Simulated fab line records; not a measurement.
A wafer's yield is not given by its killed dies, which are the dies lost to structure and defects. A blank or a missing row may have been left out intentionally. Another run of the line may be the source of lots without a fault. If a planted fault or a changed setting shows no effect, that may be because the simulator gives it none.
A lot that was struck, set against a sound lot -- flow rit_cmos -- 20 out of 202 route steps
Sound: wafers L852.2, L852.3, L852.4. Wafers struck: L864.2, L864.5, L864.6. The cause comes at the end.
Order at every step that has rows: each side's tool, ch and its chambers, its first start. Under that, the readings that differ: sound wafers -- struck wafers -- difference of the means -- sigmas: that difference in standard deviations of wafers without a fault.
alike: readings with means less than 2 such deviations apart, plus words and numbers identical on both sides. not compared: withheld readings, readings lacking a value on some wafer, bounds such as >300 that could conceal the same value, and numbers that have no deviation in the record and whose values overlap.
A row with sigmas, a row that says differs or no value, or rows on one side alone: a step with any of these is where the two part. Numbers that don't overlap but have no deviation are shown without sigmas and don't part them. A reading that every wafer of one side lacks parts them only if that side has two wafers or more.

first, 4 steps without rows for these wafers: RIT_ACTIVE_SOFTBAKE_07 (time 60 s); RIT_ACTIVE_EXPOSE_08 (exposes mask M1, target cd 1400 nm); RIT_ACTIVE_PEB_09; RIT_ACTIVE_DEVELOP_10 (develop time 50 s).
RIT_ACTIVE_CD_MEAS_11 targets a cd of 1400 nm.
  sound on cd_sem-01 at day 2 10:28; struck on cd_sem-02 at day 4 22:35
  alike: cd_nm
then, 1 step without rows for these wafers: RIT_ACTIVE_HARDBAKE_12 (time 60 s).
RIT_ACTIVE_ETCH_13: etches Si3N4 in SF6, stops on SiO2, time 210 s, target depth 210 nm.
  sound on rie_diel-01 ch 0,1,3, day 2 10:43; struck on rie_diel-03 ch 1,2,3, day 4 22:50
  alike: SF6_flow_sccm, drypump_motor_current_A, oes_product_au, throttle_valve_pct
  not compared: rf_hours_counter_h
RIT_ACTIVE_STRIP_14: strips in O2, time 180 s.
  sound on plasma_asher-03 ch 0,1, day 2 10:50; struck on plasma_asher-02 ch 0,1, day 4 22:58
  alike: drypump_motor_current_A
  not compared: rf_hours_counter_h
RIT_ACTIVE_CD_MEAS_90 targets a cd of 1400 nm.
  sound on cd_sem-01 at day 2 11:02; struck on cd_sem-01 at day 4 23:10
  alike: cd_nm
then, 3 steps without rows for these wafers: RIT_ACTIVE_CLEAN_15 (cleans in SC1, time 600 s); RIT_ACTIVE_CLEAN_16 (cleans in dHF, time 30 s); RIT_ACTIVE_CLEAN_17 (cleans in SC2, time 600 s).
RIT_FOX1_OXIDATION_00: target thk 350.7 nm, ox time 1130 s.
  sound on furnace-01 ch 0, day 2 11:31; struck on furnace-04 ch 0, day 5 01:13
reading,sound,struck,difference,sigmas
ox_time_s (s),1130 1130 1130,565 565 565,-565,
model.SiO2_of_FOX1_OXIDATION_00.thk_nm (nm),352.8 351.9 344.4,225.2 233.9 235.1,-118.3,
model.Si3N4_of_ACTIVE_CVD_03.thk_nm (nm),143.4 142.3 142.7,145.6 146.1 146.8,+3.4,
RIT_FOX1_THK_MEAS_01:
  sound on film_metro-02 at day 2 12:50; struck on film_metro-04 at day 5 02:32
reading,sound,struck,difference,sigmas
FOX1_OXIDE_THK (nm),353 352 344,225 234 235,-118,-17
then, 2 steps without rows for these wafers: RIT_FOX1_WET_ETCH_02 (etches SiO2 in BOE, target depth 350 nm, time 390 s); RIT_FOX2_OXIDATION_00 (target thk 350.7 nm, ox time 1130 s).
RIT_FOX2_THK_MEAS_01:
  sound on film_metro-01 at day 2 14:41; struck on film_metro-02 at day 5 07:54
  alike: FOX2_OXIDE_THK
RIT_FOX2_CLEAN_02: cleans in dHF, time 180 s.
  sound on wet_bench-02 ch 2, day 2 14:44; struck on wet_bench-01 ch 1, day 5 07:57
reading,sound,struck,difference,sigmas
model.Si3N4_of_ACTIVE_CVD_03.thk_nm (nm),131.6 130.6 131,133.7 134.3 134.9,+3.2,
then, 1 step without rows for these wafers: RIT_FOX2_WET_ETCH_03 (etches Si3N4 in H3PO4, target depth 195 nm, time 2700 s).
RIT_M1_PROBE_99:
  sound on prober-01 at day 4 04:32; struck on prober-01 at day 7 05:01
reading,sound,struck,difference,sigmas
model.etest.nplus_sal.width_nm (nm),3424 3437 3446,3595 3577 3553,+139,
model.etest.pplus_sal.width_nm (nm),3416 3436 3441,3595 3570 3566,+146,
model.etest.pldd.width_nm (nm),3161 3145 3161,3270 3254 3262,+106,
model.etest.nldd.width_nm (nm),3160 3166 3190,3274 3272 3280,+103,
model.etest.nmos_narrow.drive_ua_um,229.4 225 224.9,233.4 234 236.3,+8.1,
model.etest.pmos_narrow.drive_ua_um,103 98.61 99.71,105.2 104.3 106.1,+4.8,
model.etest.field_p_metal.vt_v (V),-29.48 -29.67 -30.04,-31.43 -32.24 -31.73,-2.07,
model.etest.field_p.vt_v (V),-12.88 -12.77 -12.91,-13.78 -13.79 -13.76,-0.92,
  alike: killed_at_front_end, killed_dies, killed_open, killed_short

## WHERE THEY PART
Within this record, at RIT_FOX1_THK_MEAS_01 only. Later steps at which nothing parts them and some readings are alike: RIT_FOX2_THK_MEAS_01, RIT_M1_PROBE_99.

WHY: what had been put in by the simulator
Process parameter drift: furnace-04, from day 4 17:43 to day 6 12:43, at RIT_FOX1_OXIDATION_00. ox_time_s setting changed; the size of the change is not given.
